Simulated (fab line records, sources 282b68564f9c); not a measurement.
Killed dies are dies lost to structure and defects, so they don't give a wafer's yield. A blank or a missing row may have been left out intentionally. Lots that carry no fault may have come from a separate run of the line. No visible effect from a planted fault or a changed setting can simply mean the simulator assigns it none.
Which of the tools did it?    flow rit_cmos    route of 202 steps, sampled at 1 step: 13 lots, 39 wafers

== WHAT THE GAUGES SHOWED, per wafer ==
RIT_NSD_OVL_MEAS_06. Usual: NSD_OVL typically reads 0.4 nm, with standard deviation 1.5.
lot   measured     on          NSD_OVL (nm)    flag
L625  day 3 04:15  overlay-01  1.0 1.1 0.9     
L627  day 3 15:11  overlay-02  -3.0 -1.2 -0.7  
L629  day 3 22:05  overlay-02  -0.5 0.7 0.7    
L631  day 4 06:33  overlay-01  1.8 -0.3 0.1    
L632  day 4 11:17  overlay-01  -1.1 0.1 -0.8   
L633  day 4 19:45  overlay-01  -0.4 0.3 -1.9   
L634  day 4 22:09  overlay-01  1.0 1.4 1.5     
L635  day 5 05:13  overlay-01  1.0 2.2 0.3     
L638  day 5 17:01  overlay-01  1.6 -0.5 0.0    
L639  day 6 05:47  overlay-02  -0.3 -1.0 -0.6  
L640  day 6 12:33  overlay-02  -0.1 0.9 0.4    
L645  day 7 12:22  overlay-02  0.9 1.6 2.3     
L646  day 7 16:25  overlay-02  -0.4 0.2 0.2    

== TOOL THAT RAN EACH LOT (tool first, then ch and the chambers of the sampled wafers, then the start) ==
No process step before these readings appears in the record.

== AS READ BY THE TOOLS THEMSELVES (means over the sampled wafers that have a number; for cases with no such wafer, the mark the record gives instead) ==
The record holds no such reading with a usual standard deviation.

== THE ANSWER, worked out from the rows above alone ==
Rule: take the mean of a lot's wafers that have a number; if it is more than 3 standard deviations from the usual mean, the lot is off. A lot without any number at a reading at which 4 lots or more have one is off too. Any other lot the step has rows for is counted as sound. Order of review: gauges by route order, followed by the tools' own readings, for which a lot's mean as printed above is used. At the first step where some lot is off, the reading lying furthest off is the one used; lots without a number count as furthest.
Nothing can be told from this: no lot is off at any reading shown.

== WHAT HAD BEEN PUT IN BY THE SIMULATOR ==
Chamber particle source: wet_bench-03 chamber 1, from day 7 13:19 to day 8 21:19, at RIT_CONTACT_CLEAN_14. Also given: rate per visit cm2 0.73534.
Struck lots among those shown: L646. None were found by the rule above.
